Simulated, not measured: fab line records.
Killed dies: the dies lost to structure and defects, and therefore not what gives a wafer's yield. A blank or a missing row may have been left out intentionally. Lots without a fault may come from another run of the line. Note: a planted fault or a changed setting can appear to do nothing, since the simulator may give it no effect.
2 desks looking at one fault -- flow berkeley-cmos170 -- numbers are kept per desk, each desk with only its own; the story behind them comes last

== DESK OF THE TOOL OWNER: rie-si-01 ==
The tool's own readings at UCB170_GATE_ETCH_15 (etches poly-Si in HBr/Cl2, stops on SiO2, time 56.3 s, target depth 278.2 nm): means of the sampled wafers that have a number, for each lot that ran on this tool. Any lot whose mean is over 4 standard deviations away from the usual mean is out of limits and marked OUT; that distance is given in the brackets.
Columns: A = drypump-motor-current-A at UCB170_GATE_ETCH_15, usual 5.7 A; B = oes-product-au at UCB170_GATE_ETCH_15, usual 0.839 a.u.; C = throttle-valve-pct at UCB170_GATE_ETCH_15, usual 26.41 %
lot,first seen here,A,B,C
L236,day 9 08:48,5.9,0.832,26.49
L239,day 9 19:44,5.9,0.767 (-8.1) OUT,26.35
L240,day 9 20:35,5.8,0.759 (-9.0) OUT,26.31
Finding of this desk: L239, L240 out of limits; the first was L239 at day 9 19:44, on oes-product-au at UCB170_GATE_ETCH_15. L236 stayed within limits.

== AT THE METROLOGY DESK ==
What the gauges read, lot by lot, whatever tool the lot ran on: means of the sampled wafers that have a number. Any lot whose mean is over 4 standard deviations away from the usual mean is out of limits and marked OUT; that distance is given in the brackets.
Columns: A = GATE_POLY_THK at UCB170_GATE_THK_MEAS_05, usual 214.4 nm; B = cd-nm at UCB170_GATE_CD_MEAS_12, usual 350.0 nm; C = GATE_OVL at UCB170_GATE_OVL_MEAS_13, usual 3 nm
lot,first seen here,A,B,C
L230,day 8 08:14,211.0,351.1,9
L236,day 9 06:53,213.6,352.5,-2
L239,day 9 18:03,218.9,350.2,11
L240,day 9 18:07,216.3,349.4,1
L245,day 11 02:57,213.4,350.5,5
L247,day 11 09:59,213.8,348.2,4
Result from this desk: across the 6 lots, nothing is out of limits.

== ALL TOGETHER ==
The tool owner's desk had the chance to raise an alarm at day 9 19:44 on L239, L240.
The metrology desk saw nothing out of limits.
The metrology desk holds a record of L239, L240, inside its limits.
Of the lots named, all ran UCB170_GATE_ETCH_15 on rie-si-01.

== WHAT WAS PUT IN BY THE SIMULATOR ==
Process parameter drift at UCB170_GATE_ETCH_15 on rie-si-01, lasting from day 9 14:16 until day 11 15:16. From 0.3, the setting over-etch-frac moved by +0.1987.
Shown lots that were struck: L239, L240.
Time in hours from fault onset to the first out-of-limits reading at each desk: the tool owner's desk, 5.
